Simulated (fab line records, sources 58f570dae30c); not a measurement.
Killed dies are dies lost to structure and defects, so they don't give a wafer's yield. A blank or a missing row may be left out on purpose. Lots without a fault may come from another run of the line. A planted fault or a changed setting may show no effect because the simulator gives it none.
Split-lot experiment | flow berkeley_cmos170 | 5 lots, 23 wafers read, on a route of 331 steps

THE SPLIT
At UCB170_NLDD_COAT_01 (resist thk 900 nm), the setting resist_thk_nm was moved away from the recipe's 900 nm on 8 of the 23 wafers read, by -4.7% to +5.2%. The other wafers ran this setting at the recipe's value.

The reading is taken at the split's own step.

THE READING
KrF_of_NLDD_COAT_01.thk_nm (the simulator's own value, which no gauge read), in nm, at UCB170_NLDD_COAT_01 (resist thk 900 nm). The file gives no usual value for it. The 15 wafers here that ran the recipe average 901.1 nm, standard deviation 2.7 nm.

wafer  | tool, chamber at the split | resist_thk_nm as run, nm | against the recipe | KrF_of_NLDD_COAT_01.thk_nm, nm | against lot-mates on the recipe
L077.1 | litho_track-04, 0          | 900                      | recipe             | 903.5                          | -
L077.3 | litho_track-04, 0          | 900                      | recipe             | 902.9                          | -
L077.6 | litho_track-04, 0          | 900                      | recipe             | 902.1                          | -
L078.1 | litho_track-04, 0          | 922.9                    | +2.5%              | 924.4                          | +20.5
L078.2 | litho_track-04, 0          | 922.9                    | +2.5%              | 926                            | +22.1
L078.3 | litho_track-04, 0          | 900                      | recipe             | 904.6                          | -
L078.5 | litho_track-04, 0          | 900                      | recipe             | 903.1                          | -
L078.6 | litho_track-04, 0          | 922.9                    | +2.5%              | 926.7                          | +22.9
L079.1 | litho_track-03, 0          | 857.3                    | -4.7%              | 857.8                          | -43.8
L079.2 | litho_track-03, 0          | 900                      | recipe             | 900.7                          | -
L079.3 | litho_track-03, 0          | 900                      | recipe             | 902.4                          | -
L079.4 | litho_track-03, 0          | 857.3                    | -4.7%              | 858.3                          | -43.2
L079.6 | litho_track-03, 0          | 857.3                    | -4.7%              | 856.9                          | -44.6
L081.1 | litho_track-03, 0          | 900                      | recipe             | 896.8                          | -
L081.3 | litho_track-03, 0          | 900                      | recipe             | 897.2                          | -
L081.4 | litho_track-03, 0          | 900                      | recipe             | 896.7                          | -
L081.5 | litho_track-03, 0          | 900                      | recipe             | 900.2                          | -
L081.6 | litho_track-03, 0          | 900                      | recipe             | 896.9                          | -
L083.1 | litho_track-04, 0          | 946.9                    | +5.2%              | 949.1                          | +46.0
L083.3 | litho_track-04, 0          | 946.9                    | +5.2%              | 947.4                          | +44.3
L083.4 | litho_track-04, 0          | 900                      | recipe             | 903.2                          | -
L083.5 | litho_track-04, 0          | 900                      | recipe             | 902.2                          | -
L083.6 | litho_track-04, 0          | 900                      | recipe             | 903.8                          | -

THE FIT
A straight line over all 23 wafers: KrF_of_NLDD_COAT_01.thk_nm changes by +9.18 nm for each +1% of resist_thk_nm; r = +0.99; the points scatter about the line by 2.4 nm.
The same after taking each lot's own level away (the mean of its wafers on the recipe; 23 wafers): +8.95 nm for each +1%; r = +1.00; scatter 1.1 nm.
On that fit, the largest move of resist_thk_nm shifts the reading by 47 nm.
The lots' own levels span 897.56 to 903.85 nm, that is 2.3 times the standard deviation above.
So the lot-to-lot level changes the slope little: the two slopes agree.
Check: with one of the wafers moved furthest among these (+5.2%) left out of the fit, the line predicts +46.2 nm for it against its lot-mates. It came out at +46 nm against them.

OTHER SPLITS ON THESE WAFERS
These wafers also went through other splits before the reading. Each is held against what the fit with the lots' levels taken away leaves over:
other split on the same wafers | wafers away from the commonest value | r with KrF_of_NLDD_COAT_01.thk_nm (lot level and that fit taken away)
UCB170_GATE_PEB_10 peb_temp_c  | 8                                    | -0.30

THE WHOLE CHAIN: every reading that the file lists as answering this split, in the file's order
step                 | what it does      | reading                                                                     | change (the file's fit)              | r (the file's)
UCB170_NLDD_COAT_01  | resist thk 900 nm | KrF_of_NLDD_COAT_01.thk_nm (the simulator's own value, which no gauge read) | +8.9 nm for each +1% of the setting  | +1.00
UCB170_NLDD_STRIP_10 | strips in O2      | strip_time_to_endpoint_s                                                    | withheld for each +1% of the setting | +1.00

THE FILE'S OWN FIT
KrF_of_NLDD_COAT_01.thk_nm changes by +8.9 nm for each +1% of resist_thk_nm, r = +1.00.
